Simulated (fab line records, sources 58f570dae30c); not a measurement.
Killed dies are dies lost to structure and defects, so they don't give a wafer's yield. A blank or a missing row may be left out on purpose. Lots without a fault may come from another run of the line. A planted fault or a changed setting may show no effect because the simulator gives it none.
fab line records | flow berkeley_cmos170
record lots=16 wafers=48 last_day=11
route steps=331 shown PWELL@40 FIELD@90 V1@257
lots that met no fault: from a run of the same line without faults
start_h: hours from the record's first day to the start of the lot's first wafer shown | wait_h: hours since the lot's step before | " the same as in the row above | L1.1+2: a row that stands for several wafers | - no value, or no start given | * or withheld: withheld | < > ~ a bound
route shown NAME@n: a module of which the file shows steps, and the number in the route of the first | usual: mean/standard deviation of fault-free wafers | same: alike in all rows | chamber/n: place in a boat | sites: the reading at each site | _std_site: their standard deviation | _edge_site: outer sites' mean less inner sites' | radius_mm: how far each site lies from the wafer's centre | mask NAME#n: copy n | behind: the tool/chamber that last shaped the wafer | hold: why the lot was held/for how many hours/how that ended | device: the transistor (n, p or np) that didn't switch | end of line: the same wafers' tests at the end of the route | a step without rows: its recipe alone | killed: dies lost to structure and defects at the first sort, not the wafer's yield | map: a wafer's dies, x killed, . not, _ none there
set.NAME: the setting as run; set.NAME@STEP: as run at that earlier step | model.NAME: the simulator's own value behind a step, which no gauge read
steps of the route over a sample of lots; a table a step, a row a wafer
services: from which hour (start_h, from the record's first day; less than 0 if before it) a tool's chamber was out of use, for how many hours, and why
## steps
# step UCB170_PWELL_THK_MEAS_06
# recipe reads=Si3N4_of_PWELL_CVD_05
# usual PWELL_NITRIDE_THK=218.6/1.9
# columns lot.wafer tool chamber start_h wait_h PWELL_NITRIDE_THK[nm]
L563.1 film_metro-04 - 53.90 0.0 216.5
L563.5 " - " " 218.3
L563.6 " - " " 214.8
L564.2 film_metro-02 - 60.56 0.0 217.7
L564.4 " - " " 217.6
L564.5 " - " " 220.0
L566.2 film_metro-01 - 63.58 0.0 218.1
L566.3 " - " " 217.9
L566.4 " - " " 217.8
L567.1 film_metro-02 - 69.57 0.0 220.1
L567.3 " - " " 219.9
L567.6 " - " " 219.5
L568.2 film_metro-02 - 75.01 0.0 220.6
L568.3 " - " " 220.2
L568.4 " - " " 218.8
L569.2 film_metro-01 - 79.11 0.0 215.6
L569.3 " - " " 216.5
L569.4 " - " " 215.8
L570.1 film_metro-02 - 85.33 0.0 219.1
L570.2 " - " " 217.7
L570.6 " - " " 216.7
L571.2 film_metro-01 - 85.34 0.0 221.2
L571.4 " - " " 221.8
L571.5 " - " " 222.4
L572.1 film_metro-02 - 95.54 0.0 215.7
L572.2 " - " " 218.1
L572.5 " - " " 218.4
L573.3 film_metro-04 - 95.56 0.0 219.1
L573.5 " - " " 219.8
L573.6 " - " " 218.7
L574.1 film_metro-01 - 103.66 0.0 217.6
L574.4 " - " " 218.3
L574.5 " - " " 216.8
L575.1 film_metro-02 - 110.33 0.0 221.9
L575.5 " - " " 219.5
L575.6 " - " " 222.9
L576.1 film_metro-04 - 110.33 0.0 217.4
L576.2 " - " " 218.7
L576.5 " - " " 220.4
L578.1 film_metro-02 - 121.69 0.0 218.4
L578.2 " - " " 217.5
L578.3 " - " " 219.9
L582.1 film_metro-02 - 149.55 0.0 217.8
L582.3 " - " " 217.7
L582.5 " - " " 217.5
L583.1 film_metro-01 - 149.55 0.0 220.0
L583.3 " - " " 221.2
L583.6 " - " " 221.6
# step UCB170_PWELL_STRIP_16
# recipe chemistry=O2 power_w=400 pressure_mtorr=3500 platen_temp_c=withheld o2_flow_sccm=400 overash_fraction=0.4861
# usual chamber_pressure_mTorr=3500/3.2 drypump_motor_current_A=5.6/0.52 oes_product_au=0.726/0.0048 strip_time_to_endpoint_s=18.16/0.088
# columns lot.wafer tool chamber start_h wait_h chamber_pressure_mTorr drypump_motor_current_A oes_product_au rf_hours_counter_h strip_time_to_endpoint_s
L563.1 plasma_asher-03 0 55.45 0.1 3500 5.6 0.727 31 18.34
L563.5 " 1 " " 3503 4.9 0.734 - 18.32
L563.6 " 0 " " 3499 5.6 0.720 - 18.22
L564.2 plasma_asher-04 1 62.44 0.1 3499 6.4 0.719 26 18.12
L564.4 " 1 " " 3499 6.3 0.728 - 18.11
L564.5 " 0 " " 3499 5.3 0.718 - 18.08
L566.2 plasma_asher-03 0 65.44 0.1 3504 5.6 0.731 32 18.10
L566.3 " 1 " " 3505 4.9 0.729 - 18.15
L566.4 " 0 " " 3505 5.6 0.726 - 18.14
L567.1 plasma_asher-03 1 70.85 0.1 3498 4.9 0.717 33 18.14
L567.3 " 0 " " 3506 5.7 0.722 - 18.03
L567.6 " 1 " " 3503 4.9 0.728 - 18.15
L568.2 plasma_asher-02 0 76.37 0.1 3500 5.1 0.720 37 18.15
L568.3 " 0 " " 3503 5.1 0.723 - 18.22
L568.4 " 1 " " 3503 6.1 0.721 - 18.17
L569.2 plasma_asher-04 1 80.29 0.1 3494 6.4 0.732 28 18.10
L569.3 " 1 " " 3498 6.4 0.729 - 18.12
L569.4 " 0 " " 3496 5.3 0.720 - 18.12
L570.1 plasma_asher-04 0 86.95 0.1 3500 5.3 0.720 29 18.18
L570.2 " 1 " " 3502 6.4 0.724 29 18.16
L570.6 " 1 " " 3501 6.4 0.719 - 18.14
L571.2 plasma_asher-03 1 87.19 0.1 3502 4.9 0.721 35 18.24
L571.4 " 1 " " 3499 4.9 0.722 - 18.18
L571.5 " 1 " " 3501 4.9 0.738 - 18.27
L572.1 plasma_asher-02 0 97.47 0.1 3501 5.1 0.729 40 18.22
L572.2 " 1 " " 3505 6.1 0.725 40 18.27
L572.5 " 0 " " 3497 5.1 0.724 - 18.23
L573.3 plasma_asher-03 0 97.77 0.1 3502 5.7 0.729 - 18.26
L573.5 " 0 " " 3495 5.7 0.725 - 18.23
L573.6 " 1 " " 3499 4.9 0.724 - 18.22
L574.1 plasma_asher-03 0 104.85 0.1 3502 5.6 0.720 37 18.20
L574.4 " 1 " " 3499 4.9 0.730 - 18.13
L574.5 " 1 " " 3498 4.9 0.729 - 18.25
L576.1 plasma_asher-04 1 111.85 0.1 3502 6.4 0.725 32 18.05
L576.2 " 0 " " 3497 5.3 0.727 32 18.03
L576.5 " 0 " " 3502 5.3 0.728 - 18.07
L575.1 plasma_asher-04 1 112.36 0.1 3501 6.4 0.724 32 18.12
L575.5 " 1 " " 3499 6.4 0.726 - 18.12
L575.6 " 0 " " 3503 5.4 0.731 - 18.09
L578.1 plasma_asher-04 1 123.32 0.1 3505 6.3 0.723 34 18.26
L578.2 " 0 " " 3501 5.3 0.724 34 18.24
L578.3 " 0 " " 3494 5.3 0.723 - 18.20
L582.1 plasma_asher-04 1 150.74 0.1 3498 6.3 0.728 37 18.36
L582.3 " 1 " " 3502 6.4 0.723 - 18.24
L582.5 " 0 " " 3500 5.3 0.727 - 18.31
L583.1 plasma_asher-03 1 150.98 0.1 3503 4.9 0.724 42 18.18
L583.3 " 1 " " 3500 4.9 0.723 - 18.06
L583.6 " 1 " " 3502 4.9 0.726 - 18.08
# step UCB170_FIELD_OXIDATION_01
# recipe temp_c=1000 ambient=H2O p_h2o_torr=584.62 target_thk_a=5583 ox_time_s=7200
# usual ox_time_s=7200/0 tube_center_temp_C=1000/0.096 tube_center_temp_C_max=1002.5/0.43
# columns lot.wafer tool chamber start_h wait_h ox_time_s tube_center_temp_C tube_center_temp_C_max
L563.1 furnace-03 0 89.38 3.9 7200 1000.2 1003.2
L563.5 " 0 " " 7200 1000 1002.1
L563.6 " 0 " " 7200 1000 1002.8
L564.2 furnace-02 0 98.93 5.7 7200 999.96 1002.9
L564.4 " 0 " " 7200 1000.2 1002.5
L564.5 " 0 " " 7200 999.81 1001.9
L566.2 furnace-02 0 98.93 5.5 7200 999.84 1002.9
L566.3 " 0 " " 7200 1000.2 1002.5
L566.4 " 0 " " 7200 1000 1002.9
L567.1 furnace-03 0 105.68 3.7 7200 1000.1 1002.5
L567.3 " 0 " " 7200 1000 1002.8
L567.6 " 0 " " 7200 999.93 1001.8
L568.2 furnace-04 0 113.61 2.3 7200 1000.1 1002.7
L568.3 " 0 " " 7200 999.97 1003.3
L568.4 " 0 " " 7200 999.99 1002.5
L569.2 furnace-04 0 113.61 2.0 7200 999.95 1002.3
L569.3 " 0 " " 7200 999.99 1002.3
L569.4 " 0 " " 7200 1000.1 1002.5
L570.1 furnace-04 0 124.19 3.0 9648 1000.2 1002.9
L570.2 " 0 " " 9648 999.98 1003.1
L570.6 " 0 " " 9648 999.97 1002.6
L571.2 furnace-04 0 124.19 3.1 9648 999.93 1002.5
L571.4 " 0 " " 9648 1000 1002.2
L571.5 " 0 " " 9648 999.9 1002.0
L572.1 furnace-04 0 128.44 2.8 9648 999.89 1002.8
L572.2 " 0 " " 9648 999.95 1002.0
L572.5 " 0 " " 9648 999.95 1002.1
L573.3 furnace-04 0 128.44 3.0 9648 1000.1 1002.7
L573.5 " 0 " " 9648 1000.1 1002.8
L573.6 " 0 " " 9648 999.83 1002.8
L574.1 furnace-02 0 135.56 1.5 7200 999.91 1004.0
L574.4 " 0 " " 7200 999.96 1002.5
L574.5 " 0 " " 7200 999.89 1002.4
L575.1 furnace-02 0 146.95 3.0 7200 1000.1 1002.2
L575.5 " 0 " " 7200 999.95 1002.5
L575.6 " 0 " " 7200 999.99 1002.7
L576.1 furnace-02 0 146.95 3.0 7200 999.96 1001.8
L576.2 " 0 " " 7200 1000 1002.2
L576.5 " 0 " " 7200 1000 1002.0
L578.1 furnace-03 0 154.71 3.3 7200 999.98 1003.3
L578.2 " 0 " " 7200 999.92 1002.1
L578.3 " 0 " " 7200 999.88 1002.5
L582.1 furnace-03 0 185.20 4.3 7200 999.9 1002.6
L582.3 " 0 " " 7200 999.94 1002.5
L582.5 " 0 " " 7200 999.82 1002.7
L583.1 furnace-03 0 185.20 4.4 7200 999.99 1001.9
L583.3 " 0 " " 7200 999.96 1003.6
L583.6 " 0 " " 7200 1000.2 1002.6
# step UCB170_FIELD_THK_MEAS_02
# recipe reads=SiO2_of_FIELD_OXIDATION_01
# usual FIELD_OXIDE_THK=560/13
# columns lot.wafer tool chamber start_h wait_h FIELD_OXIDE_THK[nm]
L563.1 film_metro-02 - 92.38 0.0 574
L563.5 " - " " 564
L563.6 " - " " 574
L564.2 film_metro-01 - 101.94 0.0 557
L564.4 " - " " 550
L564.5 " - " " 547
L566.2 film_metro-02 - 102.00 0.1 543
L566.3 " - " " 536
L566.4 " - " " 532
L567.1 film_metro-01 - 108.68 0.0 564
L567.3 " - " " 566
L567.6 " - " " 568
L568.2 film_metro-01 - 116.62 0.0 560
L568.3 " - " " 553
L568.4 " - " " 564
L569.2 film_metro-02 - 116.62 0.0 565
L569.3 " - " " 570
L569.4 " - " " 569
L570.1 film_metro-04 - 127.19 0.0 674
L570.2 " - " " 682
L570.6 " - " " 678
L571.2 film_metro-02 - 127.20 0.0 666
L571.4 " - " " 661
L571.5 " - " " 668
L572.1 film_metro-04 - 131.44 0.0 673
L572.2 " - " " 679
L572.5 " - " " 672
L573.3 film_metro-01 - 131.46 0.0 662
L573.5 " - " " 675
L573.6 " - " " 660
L574.1 film_metro-02 - 138.56 0.0 525
L574.4 " - " " 524
L574.5 " - " " 543
L575.1 film_metro-04 - 149.95 0.0 552
L575.5 " - " " 563
L575.6 " - " " 560
L576.1 film_metro-01 - 149.98 0.0 543
L576.2 " - " " 552
L576.5 " - " " 555
L578.1 film_metro-04 - 157.71 0.0 563
L578.2 " - " " 571
L578.3 " - " " 563
L582.1 film_metro-01 - 188.20 0.0 581
L582.3 " - " " 576
L582.5 " - " " 577
L583.1 film_metro-02 - 188.20 0.0 565
L583.3 " - " " 578
L583.6 " - " " 581
# step UCB170_FIELD_THK_MEAS_90
# recipe reads=SiO2_of_FIELD_OXIDATION_01
# usual FIELD_OXIDE_LEFT_1_THK=444/13
# columns lot.wafer tool chamber start_h wait_h FIELD_OXIDE_LEFT_1_THK[nm]
L563.1 film_metro-01 - 103.03 0.0 458
L563.5 " - " " 448
L563.6 " - " " 457
L564.2 film_metro-04 - 114.65 0.0 440
L564.4 " - " " 431
L564.5 " - " " 430
L566.2 film_metro-01 - 114.65 0.0 427
L566.3 " - " " 421
L566.4 " - " " 417
L567.1 film_metro-02 - 114.70 0.1 446
L567.3 " - " " 448
L567.6 " - " " 450
L568.2 film_metro-02 - 124.43 0.0 443
L568.3 " - " " 437
L568.4 " - " " 447
L569.2 film_metro-04 - 124.43 0.0 448
L569.3 " - " " 453
L569.4 " - " " 452
L570.1 film_metro-02 - 137.65 0.0 558
L570.2 " - " " 566
L570.6 " - " " 561
L571.2 film_metro-01 - 137.66 0.0 550
L571.4 " - " " 545
L571.5 " - " " 552
L573.3 film_metro-04 - 137.67 0.0 545
L573.5 " - " " 558
L573.6 " - " " 543
L572.1 film_metro-01 - 137.71 0.1 556
L572.2 " - " " 562
L572.5 " - " " 555
L574.1 film_metro-01 - 146.15 0.0 408
L574.4 " - " " 407
L574.5 " - " " 426
L575.1 film_metro-01 - 158.33 0.0 434
L575.5 " - " " 446
L575.6 " - " " 442
L576.1 film_metro-04 - 158.33 0.0 427
L576.2 " - " " 436
L576.5 " - " " 439
L578.1 film_metro-04 - 166.20 0.0 446
L578.2 " - " " 454
L578.3 " - " " 446
L583.1 film_metro-01 - 197.23 0.0 449
L583.3 " - " " 462
L583.6 " - " " 464
L582.1 film_metro-04 - 197.26 0.0 465
L582.3 " - " " 460
L582.5 " - " " 460
# step UCB170_FIELD_THK_MEAS_91
# recipe reads=SiO2_of_FIELD_OXIDATION_01
# usual FIELD_OXIDE_LEFT_2_THK=355/13
# columns lot.wafer tool chamber start_h wait_h FIELD_OXIDE_LEFT_2_THK[nm]
L563.1 film_metro-01 - 116.92 0.0 370
L563.5 " - " " 359
L563.6 " - " " 368
L564.2 film_metro-01 - 131.00 0.0 353
L564.4 " - " " 344
L564.5 " - " " 342
L567.1 film_metro-02 - 131.25 0.0 358
L567.3 " - " " 359
L567.6 " - " " 361
L566.2 film_metro-01 - 132.34 0.0 340
L566.3 " - " " 333
L566.4 " - " " 329
L569.2 film_metro-02 - 139.75 0.0 358
L569.3 " - " " 363
L569.4 " - " " 362
L568.2 film_metro-02 - 140.03 0.0 355
L568.3 " - " " 349
L568.4 " - " " 359
L573.3 film_metro-02 - 155.77 0.0 456
L573.5 " - " " 470
L573.6 " - " " 454
L570.1 film_metro-02 - 156.02 0.0 469
L570.2 " - " " 477
L570.6 " - " " 472
L571.2 film_metro-01 - 156.31 0.0 462
L571.4 " - " " 457
L571.5 " - " " 464
L572.1 film_metro-02 - 157.00 0.0 468
L572.2 " - " " 474
L572.5 " - " " 467
L574.1 film_metro-02 - 163.66 0.0 320
L574.4 " - " " 319
L574.5 " - " " 338
L575.1 film_metro-01 - 175.38 0.0 346
L575.5 " - " " 358
L575.6 " - " " 354
L576.1 film_metro-02 - 175.85 0.0 338
L576.2 " - " " 348
L576.5 " - " " 350
L578.1 film_metro-02 - 181.80 0.0 358
L578.2 " - " " 366
L578.3 " - " " 357
L583.1 film_metro-02 - 210.36 0.0 362
L583.3 " - " " 374
L583.6 " - " " 376
L582.1 film_metro-02 - 210.54 0.0 377
L582.3 " - " " 373
L582.5 " - " " 373
# step UCB170_V1_BOW_MEAS_03
# recipe mode=bow
# usual V1_BOW=19/6.8
# columns lot.wafer tool chamber start_h wait_h V1_BOW[um]
L563.1 film_metro-03 - 160.19 0.1 22
L563.5 " - " " 25
L563.6 " - " " 30
L564.2 film_metro-02 - 169.07 0.2 18
L564.4 " - " " 15
L564.5 " - " " 18
L566.2 film_metro-03 - 169.07 0.3 22
L566.3 " - " " 19
L566.4 " - " " 26
L567.1 film_metro-03 - 169.35 0.1 15
L567.3 " - " " 19
L567.6 " - " " 25
L568.2 film_metro-02 - 177.31 0.3 29
L568.3 " - " " 8
L568.4 " - " " 25
L569.2 film_metro-02 - 183.81 0.2 26
L569.3 " - " " 22
L569.4 " - " " 22
L570.1 film_metro-03 - 194.09 0.1 21
L570.2 " - " " 26
L570.6 " - " " 26
L572.1 film_metro-02 - 194.39 0.2 19
L572.2 " - " " 14
L572.5 " - " " 10
L571.2 film_metro-03 - 194.71 0.2 16
L571.4 " - " " 17
L571.5 " - " " 29
L573.3 film_metro-02 - 195.03 0.3 30
L573.5 " - " " 19
L573.6 " - " " 22
L574.1 film_metro-02 - 203.83 0.1 24
L574.4 " - " " 28
L574.5 " - " " 14
L575.1 film_metro-02 - 216.29 0.1 14
L575.5 " - " " 20
L575.6 " - " " 10
L576.1 film_metro-03 - 216.59 0.2 21
L576.2 " - " " 18
L576.5 " - " " 13
L578.1 film_metro-04 - 218.01 0.2 23
L578.2 " - " " 21
L578.3 " - " " 11
L583.1 film_metro-03 - 251.13 0.1 17
L583.3 " - " " 17
L583.6 " - " " 18
L582.1 film_metro-02 - 255.11 0.1 14
L582.3 " - " " 8
L582.5 " - " " 19
## services
# columns tool chamber start_h hours kind
furnace-04 - 44.96 4.5 pm
furnace-04 - 80.43 4.2 pm
furnace-04 - 89.17 3.0 pm
furnace-02 - 168.08 2.5 pm
## key
first_sign step=UCB170_FIELD_OXIDATION_01 reading=ox_time_s direction=up sigmas=99+ usual=* struck=*
effect step=UCB170_FIELD_THK_MEAS_02 reading=FIELD_OXIDE_THK direction=up sigmas=8.2 usual=560 struck=671
effect step=UCB170_FIELD_THK_MEAS_90 reading=FIELD_OXIDE_LEFT_1_THK direction=up sigmas=8.3 usual=444 struck=554
effect step=UCB170_FIELD_THK_MEAS_91 reading=FIELD_OXIDE_LEFT_2_THK direction=up sigmas=8.3 usual=355 struck=466
met_at UCB170_FIELD_OXIDATION_01
struck_lots L570,L571,L572,L573
tester_left_out L570,L571,L572,L573
not_acting_at UCB170_PWELL_THK_MEAS_06,UCB170_PWELL_STRIP_16,UCB170_V1_BOW_MEAS_03
fault kind=process_parameter_drift tool=furnace-04 chamber=- onset_h=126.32 steps=UCB170_FIELD_OXIDATION_01 channel=ox_time_s offset=* shape=step end_h=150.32 acts_in=* stated=*
# tester_left_out: of these lots the tester's yield and bins aren't shown, on N5 and GAA mostly nor the transistor test; their killed dies are dies lost to structure and defects alone, not to doping, threshold or leakage, so they don't give the yield
